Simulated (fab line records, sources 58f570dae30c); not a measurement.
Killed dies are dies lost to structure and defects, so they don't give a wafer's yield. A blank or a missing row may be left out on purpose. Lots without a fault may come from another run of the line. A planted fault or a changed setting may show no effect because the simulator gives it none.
Chamber matching | flow berkeley_cmos170 | UCB170_CONTACT_ETCH_17 on rie_diel-04: 3 sister chambers
The step etches BARC in N2/H2. 3 wafers are shown with their chamber, then 6 later ones without.

WAFERS WITH THEIR CHAMBER
wafer  | chamber | throttle_valve_pct (%)
L260.5 | 3       | 13.38
L264.3 | 1       | 13.55
L264.4 | 2       | 12.96

WAFERS WITHOUT THEIR CHAMBER
wafer  | throttle_valve_pct (%)
L264.6 | 12.96
L266.1 | 13.38
L266.6 | 13.38
L271.1 | 13.37
L271.4 | 12.95
L271.6 | 13.55

WHICH CHAMBER EACH WENT THROUGH
wafer  | from the rows above | in truth
L264.6 | 2                   | 2
L266.1 | 3                   | 3
L266.6 | 3                   | 3
L271.1 | 3                   | 3
L271.4 | 2                   | 2
L271.6 | 1                   | 1
Placed correctly: 6 of 6. Can't be placed from these rows: 0. Placed wrongly: 0.
How it was worked out, from the rows above alone: a wafer's distance from a chamber is the root of the sum, over the readings, of the square of ((its reading less the chamber's mean) divided by the reading's scatter). The wafer belongs to the nearest chamber; if the next one is less than 2 further off, it can't be placed. A chamber's mean is the mean of its shown wafers. The scatter: with one shown wafer a chamber, the root of the mean of the squares of how far each hidden wafer lies from its nearest shown one.
